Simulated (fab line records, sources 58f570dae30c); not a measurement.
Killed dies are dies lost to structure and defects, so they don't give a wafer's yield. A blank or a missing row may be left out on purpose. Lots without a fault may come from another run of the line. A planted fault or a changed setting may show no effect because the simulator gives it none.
Problem report in the 8D (eight disciplines) form, filled by code | flow berkeley_cmos170 | the parts of the form that need people (team, actions taken, sign-off) are left out

1. THE PROBLEM
run_length_s at UCB170_GATE_ETCH_15 reads a mean of 90.0 s on 2 wafers of 2 lots; wafers without a fault read 84.7 s with a standard deviation of 0.54. That is +9.9 standard deviations from the usual mean.
The step: etches poly-Si in HBr/Cl2, stops on SiO2, time 56.3 s, target depth 278.2 nm.
First seen on wafer L491.1, day 10 08:13, on rie_si-01. The record holds 42 wafers of 14 lots with a number at this step. Rule for "out", or "out of limits": more than 4 standard deviations from the usual mean. The other wafers with a number count as sound.

2. WHAT IT IS AND WHAT IT IS NOT
question                    | is                           | is not
which readings at this step | run_length_s, oes_product_au | HBr_flow_sccm, throttle_valve_pct
which lots                  | L491, L492                   | L478, L480, L481, L482, L483, L484, L485, L487, L489, L490, L496, L500
which wafers of those lots  | L491.1, L492.1               | L491.2, L491.6, L492.4, L492.5
read on which tools         | rie_si-01                    | rie_si-02
when                        | from day 10 08:13            | up to then (32 sound wafers); but 8 sound wafers of L492, L496, L500 came after

3. SUSPECTS, AND WHAT RULES EACH OUT
Counting: a tool at a process step up to the reading stays a suspect if it ran every lot that is out. Sound lots after the first of them don't rule it out here, since some wafers of a struck lot are sound.
- rie_si-01 at UCB170_GATE_ETCH_15 (etches poly-Si in HBr/Cl2, stops on SiO2, time 56.3 s, target depth 278.2 nm): kept. It ran every lot that is out, first L491 (day 10 08:13); its last sound lot up to then is L489 (day 9 23:21). Its own readings are out on those wafers: oes_product_au, run_length_s.
- Within rie_si-01 at UCB170_GATE_ETCH_15: the wafers that are out ran in chamber 0; their sound lot-mates ran in chambers 1, 2, 3.
Left after counting: rie_si-01 at UCB170_GATE_ETCH_15.

4. THE CAUSE (what the simulator had put in)
Process parameter drift: rie_si-01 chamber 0, from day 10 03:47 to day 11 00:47, at UCB170_GATE_ETCH_15. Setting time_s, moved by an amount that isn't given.
Counting left only this tool.

5. THE CHAIN OF EFFECTS, in route order
Each row: a reading whose mean over the struck wafers that have a number lies more than 3 standard deviations from the usual. Only readings for which the record gives a usual standard deviation are gone through. hours: the time from each lot's start at the first step in this table that gives one to its start at this step, as a median over the lots. sigmas: the change in usual standard deviations.
hours | step                | reading        | usual      | on struck wafers | change | sigmas
0     | UCB170_GATE_ETCH_15 | oes_product_au | 0.829 a.u. | 0.778            | -0.051 | -4.3
0     | UCB170_GATE_ETCH_15 | run_length_s   | 84.7 s     | 90.0             | +5.3   | +9.9
The process steps in it:
- UCB170_GATE_ETCH_15: etches poly-Si in HBr/Cl2, stops on SiO2, time 56.3 s, target depth 278.2 nm.
Later measuring or inspecting steps at which every struck wafer that the step has a row for has a number for every such reading, and none has moved that far: UCB170_PLDD_CD_MEAS_06.

6. WHAT WOULD HAVE CAUGHT IT SOONER
In this record the first reading out of limits was taken at day 10 08:13, 4 hours after the fault began at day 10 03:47.
